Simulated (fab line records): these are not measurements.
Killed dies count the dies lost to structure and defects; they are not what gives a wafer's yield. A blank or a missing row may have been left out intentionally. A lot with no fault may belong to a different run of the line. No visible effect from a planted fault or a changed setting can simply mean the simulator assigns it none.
Which tool was responsible? | flow berkeley_cmos170 | 15 lots, 45 wafers sampled, at 7 steps of a route of 331

## WHAT THE GAUGES SHOWED, per wafer
UCB170_PSD_OVL_MEAS_07.
lot  | measured     | on         | PSD_OVL (nm)
L900 | day 6 07:10  | overlay-01 | -10 -7 -6
L901 | day 6 07:53  | overlay-02 | 3 0 3
L904 | day 6 23:34  | overlay-01 | -6 -7 -6
L902 | day 6 23:44  | overlay-01 | -4 4 -2
L903 | day 6 23:51  | overlay-02 | -5 4 0
L908 | day 8 08:08  | overlay-02 | -3 6 3
L909 | day 8 15:34  | overlay-01 | -7 -5 1
L911 | day 8 16:07  | overlay-02 | 3 4 2
L912 | day 9 12:17  | overlay-01 | 7 3 2
L917 | day 10 10:47 | overlay-02 | -3 7 -5
L918 | day 10 10:37 | overlay-02 | 5 3 4
L919 | day 10 11:03 | overlay-01 | -4 -1 -6
L923 | day 11 07:04 | overlay-02 | 10 11 3
L921 | day 11 06:51 | overlay-02 | -3 -1 -8
L922 | day 11 07:41 | overlay-01 | -14 1 -6

UCB170_PSD_TW_MEAS_10.
lot  | measured     | on            | PSD_TW
L900 | day 6 07:27  | film_metro-02 | 2425 2415 2430
L901 | day 6 08:11  | film_metro-03 | 2329 2341 2345
L904 | day 6 23:51  | film_metro-03 | 2345 2341 2340
L902 | day 7 00:01  | film_metro-03 | 2346 2334 2355
L903 | day 7 00:08  | film_metro-02 | 2400 2396 2405
L908 | day 8 08:26  | film_metro-03 | 2512 2511 2501
L909 | day 8 15:52  | film_metro-01 | 2451 2442 2456
L911 | day 8 16:24  | film_metro-01 | 2466 2467 2463
L912 | day 9 12:35  | film_metro-01 | 2321 2341 2325
L917 | day 10 11:04 | film_metro-03 | 2356 2343 2360
L918 | day 10 10:55 | film_metro-01 | 2306 2313 2304
L919 | day 10 11:20 | film_metro-01 | 2303 2317 2311
L923 | day 11 07:21 | film_metro-01 | 2331 2331 2324
L921 | day 11 07:08 | film_metro-01 | 2333 2334 2325
L922 | day 11 07:58 | film_metro-02 | 2418 2419 2416

UCB170_SDANNEAL_RS_MEAS_02: measurement is done with a four-point probe.
lot  | measured     | on            | PSD_RS (ohm/sq)
L900 | day 6 10:12  | film_metro-02 | 75.40 75.74 75.35
L901 | day 6 11:09  | film_metro-01 | 75.36 75.69 75.59
L904 | day 7 03:28  | film_metro-02 | 75.09 75.25 75.21
L902 | day 7 03:50  | film_metro-01 | 75.55 75.66 75.51
L903 | day 7 03:43  | film_metro-03 | 75.52 75.51 75.52
L908 | day 8 11:17  | film_metro-01 | 63.93 63.94 63.69
L909 | day 8 21:37  | film_metro-01 | 63.71 63.57 63.72
L911 | day 8 22:17  | film_metro-03 | 63.61 63.73 63.61
L912 | day 9 15:50  | film_metro-03 | 75.15 75.59 75.27
L917 | day 10 15:50 | film_metro-01 | 75.67 75.70 75.61
L918 | day 10 15:32 | film_metro-02 | 75.73 75.57 75.59
L919 | day 10 15:29 | film_metro-03 | 75.67 75.14 75.03
L923 | day 11 10:20 | film_metro-01 | 75.21 75.09 75.05
L921 | day 11 09:53 | film_metro-03 | 75.73 75.30 75.72
L922 | day 11 11:01 | film_metro-01 | 75.66 75.49 75.53

## WHAT TOOL EACH LOT RAN ON (gives the tool, then ch and the chambers of the sampled wafers, and finally the start)
lot  | UCB170_GATE_ETCH_14                | UCB170_PSD_IMPLANT_08           | UCB170_PSD_STRIP_09                  | UCB170_SDANNEAL_RTA_00
L900 | rie_diel-01 ch 0,1,2, day 5 17:01  | implanter-04 ch 0, day 6 07:13  | plasma_asher-01 ch 0, day 6 07:20    | rtp_anneal-01 ch 0, day 6 10:04
L901 | rie_diel-04 ch 2,3, day 5 17:17    | implanter-03 ch 0, day 6 07:59  | plasma_asher-01 ch 0,1, day 6 08:05  | rtp_anneal-01 ch 0, day 6 11:00
L904 | rie_diel-02 ch 0,2,3, day 6 12:01  | implanter-04 ch 0, day 6 23:37  | plasma_asher-03 ch 0,1, day 6 23:44  | rtp_anneal-01 ch 0, day 7 03:20
L902 | rie_diel-04 ch 1,3, day 6 12:08    | implanter-01 ch 0, day 6 23:46  | plasma_asher-04 ch 0,1, day 6 23:55  | rtp_anneal-01 ch 0, day 7 03:40
L903 | rie_diel-01 ch 2,3, day 6 12:15    | implanter-03 ch 0, day 6 23:53  | plasma_asher-03 ch 0,1, day 7 00:02  | rtp_anneal-02 ch 0, day 7 03:28
L908 | rie_diel-02 ch 2,3, day 7 19:34    | implanter-04 ch 0, day 8 08:11  | plasma_asher-03 ch 0,1, day 8 08:19  | rtp_anneal-01 ch 0, day 8 11:09
L909 | rie_diel-04 ch 0,1,2, day 8 02:19  | implanter-04 ch 0, day 8 15:38  | plasma_asher-04 ch 0,1, day 8 15:45  | rtp_anneal-02 ch 0, day 8 21:29
L911 | rie_diel-01 ch 1,2, day 8 08:28    | implanter-04 ch 0, day 8 16:09  | plasma_asher-03 ch 0,1, day 8 16:18  | rtp_anneal-01 ch 0, day 8 22:08
L912 | rie_diel-02 ch 0,2,3, day 8 22:39  | implanter-01 ch 0, day 9 12:20  | plasma_asher-01 ch 0,1, day 9 12:29  | rtp_anneal-02 ch 0, day 9 15:43
L917 | rie_diel-01 ch 0,1,2, day 10 00:38 | implanter-01 ch 0, day 10 10:50 | plasma_asher-01 ch 0,1, day 10 10:58 | rtp_anneal-01 ch 0, day 10 15:30
L918 | rie_diel-02 ch 0,1,2, day 10 00:55 | implanter-03 ch 0, day 10 10:41 | plasma_asher-04 ch 0,1, day 10 10:50 | rtp_anneal-01 ch 0, day 10 15:23
L919 | rie_diel-01 ch 0,1,3, day 10 01:11 | implanter-03 ch 0, day 10 11:05 | plasma_asher-04 ch 0,1, day 10 11:14 | rtp_anneal-02 ch 0, day 10 15:22
L923 | rie_diel-04 ch 0,2,3, day 10 21:13 | implanter-01 ch 0, day 11 07:06 | plasma_asher-03 ch 0,1, day 11 07:15 | rtp_anneal-01 ch 0, day 11 10:13
L921 | rie_diel-02 ch 0,3, day 10 21:25   | implanter-03 ch 0, day 11 06:54 | plasma_asher-04 ch 0,1, day 11 07:02 | rtp_anneal-02 ch 0, day 11 09:45
L922 | rie_diel-04 ch 0,2, day 10 21:51   | implanter-04 ch 0, day 11 07:45 | plasma_asher-04 ch 0,1, day 11 07:53 | rtp_anneal-02 ch 0, day 11 10:52
- UCB170_GATE_ETCH_14: etches BARC in N2/H2.
- UCB170_PSD_IMPLANT_08
- UCB170_PSD_STRIP_09: strips in O2.
- UCB170_SDANNEAL_RTA_00: time 10 s.

## AS READ BY THE TOOLS THEMSELVES (means over the sampled wafers that have a number; for cases with no such wafer, the mark the record gives instead)
UCB170_GATE_ETCH_14.
lot  | tool        | drypump_motor_current_A (A) | oes_product_au (a.u.) | rf_fwd_power_W (W) | throttle_valve_pct (%)
L900 | rie_diel-01 | 5.1                         | 0.992                 | 493.5              | 13.52
L901 | rie_diel-04 | 6.0                         | 0.991                 | 495.2              | 13.62
L904 | rie_diel-02 | 5.9                         | 0.986                 | 496.8              | 13.34
L902 | rie_diel-04 | 4.9                         | 1.004                 | 495.5              | 13.56
L903 | rie_diel-01 | 5.7                         | 0.998                 | 493.1              | 13.41
L908 | rie_diel-02 | 6.0                         | 0.998                 | 495.7              | 13.44
L909 | rie_diel-04 | 5.7                         | 0.994                 | 493.4              | 13.60
L911 | rie_diel-01 | 5.0                         | 0.991                 | 491.7              | 13.52
L912 | rie_diel-02 | 5.9                         | 0.994                 | 497.0              | 13.33
L917 | rie_diel-01 | 5.1                         | 0.990                 | 494.3              | 13.52
L918 | rie_diel-02 | 5.8                         | 1.000                 | 496.3              | 13.28
L919 | rie_diel-01 | 5.4                         | 0.994                 | 493.9              | 13.48
L923 | rie_diel-04 | 5.7                         | 0.989                 | 495.9              | 13.50
L921 | rie_diel-02 | 5.9                         | 0.978                 | 494.1              | 13.29
L922 | rie_diel-04 | 6.0                         | 0.991                 | 495.9              | 13.53

UCB170_PSD_IMPLANT_08.
lot  | tool         | beam_energy_keV | dose_ions_cm2 | faraday_current_uA
L900 | implanter-04 | 19.996          | 3e+15         | 9258
L901 | implanter-03 | 19.995          | 3e+15         | 9167
L904 | implanter-04 | 20.003          | 3e+15         | 9178
L902 | implanter-01 | 19.992          | 3e+15         | 9289
L903 | implanter-03 | 20.002          | 3e+15         | 9269
L908 | implanter-04 | 20.001          | 4e+15         | 11463
L909 | implanter-04 | 20.000          | 4e+15         | 11565
L911 | implanter-04 | 20.001          | 4e+15         | 11693
L912 | implanter-01 | 19.998          | 3e+15         | 9251
L917 | implanter-01 | 20.004          | 3e+15         | 9167
L918 | implanter-03 | 19.996          | 3e+15         | 9260
L919 | implanter-03 | 19.996          | 3e+15         | 9217
L923 | implanter-01 | 20.002          | 3e+15         | 9153
L921 | implanter-03 | 19.997          | 3e+15         | 9100
L922 | implanter-04 | 20.004          | 3e+15         | 9421

UCB170_PSD_STRIP_09.
lot  | tool            | drypump_motor_current_A (A) | oes_product_au (a.u.) | strip_time_to_endpoint_s (s)
L900 | plasma_asher-01 | 5.1                         | 0.600                 | 29.42
L901 | plasma_asher-01 | 5.4                         | 0.597                 | 29.45
L904 | plasma_asher-03 | 5.8                         | 0.604                 | 29.56
L902 | plasma_asher-04 | 5.9                         | 0.598                 | 29.35
L903 | plasma_asher-03 | 5.7                         | 0.600                 | 29.45
L908 | plasma_asher-03 | 5.8                         | 0.569                 | 32.01
L909 | plasma_asher-04 | 5.6                         | 0.574                 | 31.89
L911 | plasma_asher-03 | 5.8                         | 0.570                 | 31.95
L912 | plasma_asher-01 | 5.3                         | 0.605                 | 29.40
L917 | plasma_asher-01 | 5.4                         | 0.598                 | 29.41
L918 | plasma_asher-04 | 6.0                         | 0.605                 | 29.28
L919 | plasma_asher-04 | 5.9                         | 0.597                 | 29.40
L923 | plasma_asher-03 | 5.7                         | 0.596                 | 29.44
L921 | plasma_asher-04 | 5.6                         | 0.604                 | 29.34
L922 | plasma_asher-04 | 5.6                         | 0.598                 | 29.32

UCB170_SDANNEAL_RTA_00.
lot  | tool          | lamp_power_pct (%) | wafer_temp_C_max
L900 | rtp_anneal-01 | 22.2               | 904.5
L901 | rtp_anneal-01 | 22.2               | 902.9
L904 | rtp_anneal-01 | 22.2               | 904.0
L902 | rtp_anneal-01 | 22.2               | 904.7
L903 | rtp_anneal-02 | 26.1               | 904.1
L908 | rtp_anneal-01 | 22.2               | 904.5
L909 | rtp_anneal-02 | 26.1               | 904.2
L911 | rtp_anneal-01 | 22.2               | 903.9
L912 | rtp_anneal-02 | 26.1               | 904.8
L917 | rtp_anneal-01 | 22.2               | 905.4
L918 | rtp_anneal-01 | 22.2               | 905.8
L919 | rtp_anneal-02 | 26.1               | 904.5
L923 | rtp_anneal-01 | 22.2               | 904.8
L921 | rtp_anneal-02 | 26.1               | 904.0
L922 | rtp_anneal-02 | 26.1               | 905.1

## THE ANSWER, worked out from the rows above alone
Rule: the usual values come from the lots themselves. Put in order of their means at a reading, lots are off if they are a third of the lots or fewer, leave a main group of 4 or more, and stand apart from it by a gap of 3 or more times the standard deviation of the main group's means; of several such gaps the widest counts. A main group whose means are all the same, to the digits that the tables above print for the reading, isn't used. A lot without any number at a reading at which 4 lots or more have one is off too. The other lots that the step has rows for count as sound. First the gauges in route order, then the tools' own readings, where a lot's mean is used as printed above. The first step at which some lot is off is used, and at that step the reading that is off furthest; a lot without a number counts as furthest.
Off: L908, L909, L911, at UCB170_SDANNEAL_RS_MEAS_02 (PSD_RS). The main group has a mean of 75.46 ohm/sq with a standard deviation of 0.17.
If a tool, at a process step before that reading, ran all the lots that are off and no sound lot after the first of them, it fits. Not tried: the gauges at UCB170_SDANNEAL_RS_MEAS_02; whatever is off there is also off at UCB170_PSD_IMPLANT_08, on other tools, and gauge error can't account for it. Not one of the candidates tried fits.

## WHAT THE SIMULATOR HAD INSERTED
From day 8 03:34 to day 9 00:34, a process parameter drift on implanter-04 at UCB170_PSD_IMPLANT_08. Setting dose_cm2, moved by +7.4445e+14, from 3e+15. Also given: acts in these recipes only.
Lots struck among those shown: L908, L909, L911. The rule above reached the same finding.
